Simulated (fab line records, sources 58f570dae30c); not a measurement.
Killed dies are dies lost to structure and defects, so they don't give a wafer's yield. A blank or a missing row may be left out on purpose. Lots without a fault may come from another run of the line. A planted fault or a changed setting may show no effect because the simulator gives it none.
Which tool did it? | flow berkeley_cmos170 | 15 lots, 45 wafers sampled, at 4 steps of a route of 331

WHAT THE GAUGES READ, wafer by wafer
UCB170_V1_THK_MEAS_01.
lot  | measured     | on            | V1_TEOS_THK (nm)
L378 | day 7 15:53  | film_metro-03 | 1969 1955 2026
L380 | day 8 00:59  | film_metro-03 | 1993 2060 2060
L383 | day 8 00:50  | film_metro-01 | 1980 1994 2017
L382 | day 8 00:50  | film_metro-03 | 1974 1985 2049
L381 | day 8 00:53  | film_metro-01 | 1974 2000 2007
L384 | day 8 13:25  | film_metro-04 | 1988 1964 2000
L386 | day 9 02:26  | film_metro-01 | 2023 2038 2048
L385 | day 9 02:26  | film_metro-04 | 1963 1983 2025
L394 | day 10 16:08 | film_metro-04 | 1942 1952 2014
L395 | day 10 21:04 | film_metro-04 | 2023 1986 2034
L397 | day 10 21:05 | film_metro-03 | 2044 1998 1996
L396 | day 10 21:03 | film_metro-01 | 1960 1964 1994
L398 | day 11 18:04 | film_metro-01 | 2020 1952 2026
L399 | day 12 00:58 | film_metro-04 | 2015 2025 2008
L401 | day 12 00:52 | film_metro-01 | 2013 2038 2037

WHICH TOOL RAN EACH LOT (tool, then ch and the chambers of the sampled wafers, then the start)
lot  | UCB170_PFIELD_DEVELOP_05         | UCB170_PVT_STRIP_08                  | UCB170_PSD_STRIP_09
L378 | litho_track-01 ch 0, day 4 16:00 | plasma_asher-03 ch 0, day 6 02:04    | plasma_asher-02 ch 1, day 6 22:55
L380 | litho_track-03 ch 0, day 4 21:00 | plasma_asher-02 ch 0,1, day 6 06:35  | plasma_asher-03 ch 0,1, day 7 07:39
L383 | litho_track-03 ch 0, day 5 00:00 | plasma_asher-03 ch 0,1, day 6 06:30  | plasma_asher-02 ch 0,1, day 7 07:38
L382 | litho_track-04 ch 0, day 5 01:00 | plasma_asher-01 ch 0,1, day 6 06:31  | plasma_asher-01 ch 0,1, day 7 07:55
L381 | litho_track-04 ch 0, day 5 01:00 | plasma_asher-03 ch 0,1, day 6 06:46  | plasma_asher-02 ch 0,1, day 7 08:07
L384 | litho_track-04, day 5 09:00      | plasma_asher-01 ch 0,1, day 6 18:46  | plasma_asher-02 ch 1, day 7 19:38
L386 | litho_track-03, day 6 00:00      | plasma_asher-01 ch 0,1, day 7 08:56  | plasma_asher-01 ch 0,1, day 8 08:55
L385 | litho_track-04, day 6 01:00      | plasma_asher-03 ch 0,1, day 7 09:10  | plasma_asher-02 ch 0,1, day 8 09:05
L394 | litho_track-04 ch 0, day 7 15:00 | plasma_asher-02 ch 0,1, day 9 00:11  | plasma_asher-02 ch 0,1, day 10 00:07
L395 | litho_track-03 ch 0, day 7 21:00 | plasma_asher-03 ch 1, day 9 06:41    | plasma_asher-03 ch 0,1, day 10 03:26
L397 | litho_track-03 ch 0, day 8 03:00 | plasma_asher-02 ch 0,1, day 9 12:29  | plasma_asher-02 ch 0,1, day 10 08:33
L396 | litho_track-04 ch 0, day 8 03:00 | plasma_asher-02 ch 0,1, day 9 13:00  | plasma_asher-01 ch 0,1, day 10 09:00
L398 | litho_track-03 ch 0, day 8 17:00 | plasma_asher-03 ch 0,1, day 10 02:58 | plasma_asher-01 ch 0,1, day 11 00:50
L399 | litho_track-01 ch 0, day 9 00:00 | plasma_asher-01 ch 0,1, day 10 07:01 | plasma_asher-01 ch 0,1, day 11 06:07
L401 | litho_track-01 ch 0, day 9 02:00 | plasma_asher-02 ch 0,1, day 10 07:17 | plasma_asher-02 ch 0,1, day 11 06:22
- UCB170_PFIELD_DEVELOP_05: develop time 45 s.
- UCB170_PVT_STRIP_08: strips in O2.
- UCB170_PSD_STRIP_09: strips in O2.

WHAT THE TOOLS THEMSELVES READ (means of the sampled wafers that have a number; where no wafer has one, the mark that the record gives instead)
UCB170_PFIELD_DEVELOP_05.
lot  | tool           | chill_plate_temp_C (C) | resist_line_temp_C (C)
L378 | litho_track-01 | 22.93                  | 23.01
L380 | litho_track-03 | 22.99                  | 23.03
L383 | litho_track-03 | 22.99                  | 23.07
L382 | litho_track-04 | 22.99                  | 22.94
L381 | litho_track-04 | 22.98                  | 22.80
L384 | litho_track-04 | -                      | -
L386 | litho_track-03 | -                      | -
L385 | litho_track-04 | -                      | -
L394 | litho_track-04 | 22.96                  | 23.06
L395 | litho_track-03 | 22.94                  | 22.81
L397 | litho_track-03 | 22.86                  | 23.08
L396 | litho_track-04 | 23.02                  | 22.92
L398 | litho_track-03 | 22.98                  | 22.88
L399 | litho_track-01 | 22.90                  | 23.15
L401 | litho_track-01 | 22.78                  | 23.09

UCB170_PVT_STRIP_08.
lot  | tool            | chamber_pressure_mTorr (mTorr) | drypump_motor_current_A (A) | oes_product_au (a.u.) | strip_time_to_endpoint_s (s)
L378 | plasma_asher-03 | 3495                           | 5.5                         | 0.736                 | 21.53
L380 | plasma_asher-02 | 3503                           | 5.5                         | 0.737                 | 21.69
L383 | plasma_asher-03 | 3501                           | 5.2                         | 0.735                 | 21.56
L382 | plasma_asher-01 | 3503                           | 5.6                         | 0.735                 | 21.58
L381 | plasma_asher-03 | 3501                           | 5.4                         | 0.735                 | 21.63
L384 | plasma_asher-01 | 3501                           | 5.3                         | 0.729                 | 21.62
L386 | plasma_asher-01 | 3499                           | 5.3                         | 0.733                 | 21.53
L385 | plasma_asher-03 | 3499                           | 5.2                         | 0.734                 | 21.61
L394 | plasma_asher-02 | 3497                           | 5.5                         | 0.739                 | 21.62
L395 | plasma_asher-03 | 3498                           | 5.1                         | 0.729                 | 21.63
L397 | plasma_asher-02 | 3499                           | 5.5                         | 0.736                 | 21.61
L396 | plasma_asher-02 | 3500                           | 5.7                         | 0.736                 | 21.69
L398 | plasma_asher-03 | 3500                           | 5.2                         | 0.734                 | 21.66
L399 | plasma_asher-01 | 3501                           | 5.6                         | 0.729                 | 21.58
L401 | plasma_asher-02 | 3500                           | 5.7                         | 0.733                 | 21.66

UCB170_PSD_STRIP_09.
lot  | tool            | chamber_pressure_mTorr (mTorr) | drypump_motor_current_A (A) | oes_product_au (a.u.) | strip_time_to_endpoint_s (s)
L378 | plasma_asher-02 | 3501.1                         | 5.82                        | 0.597                 | 29.40
L380 | plasma_asher-03 | 3499.6                         | 5.21                        | 0.595                 | 29.37
L383 | plasma_asher-02 | 3499.1                         | 5.69                        | 0.599                 | 29.31
L382 | plasma_asher-01 | 3498.5                         | 5.55                        | 0.601                 | 29.44
L381 | plasma_asher-02 | 3499.2                         | 5.67                        | 0.600                 | 29.36
L384 | plasma_asher-02 | 3499.9                         | 5.80                        | 0.601                 | 29.39
L386 | plasma_asher-01 | 3498.6                         | 5.58                        | 0.601                 | 29.43
L385 | plasma_asher-02 | 3501.7                         | 5.67                        | 0.598                 | 29.42
L394 | plasma_asher-02 | 3499.4                         | 5.56                        | 0.599                 | 29.43
L395 | plasma_asher-03 | 3495.8                         | 5.38                        | 0.596                 | 29.38
L397 | plasma_asher-02 | 3497.6                         | 5.55                        | 0.601                 | 29.26
L396 | plasma_asher-01 | 3500.4                         | 5.58                        | 0.601                 | 29.40
L398 | plasma_asher-01 | 3498.2                         | 5.58                        | 0.604                 | 29.38
L399 | plasma_asher-01 | 3498.2                         | 5.32                        | 0.603                 | 29.30
L401 | plasma_asher-02 | 3500.7                         | 5.56                        | 0.600                 | 29.38

THE ANSWER, worked out from the rows above alone
Rule: what is usual is taken from the lots themselves. Put in order of their means at a reading, lots are off if they are a third of the lots or fewer, leave a main group of 4 or more, and stand apart from it by a gap of 3 or more times the standard deviation of the main group's means; of several such gaps the widest counts. A main group whose means are all the same, to the digits that the tables above print for the reading, isn't used. A lot without any number at a reading at which 4 lots or more have one is off too. The other lots that the step has rows for count as sound. The gauges are gone through in route order, then the tools' own readings, and for those a lot's mean is taken as printed above. The first step at which some lot is off is used, and at that step the reading that is off furthest; a lot without a number counts as furthest.
Off: L384, L386, L385, at UCB170_PFIELD_DEVELOP_05 (chill_plate_temp_C). Without a number there: L384, L386, L385. The main group: mean 22.94 C, standard deviation 0.065.
A tool fits if, at that step or a process step before it, it ran every lot that is off, and no sound lot after the first of them. None of those tried fits.

WHAT THE SIMULATOR HAD PUT IN
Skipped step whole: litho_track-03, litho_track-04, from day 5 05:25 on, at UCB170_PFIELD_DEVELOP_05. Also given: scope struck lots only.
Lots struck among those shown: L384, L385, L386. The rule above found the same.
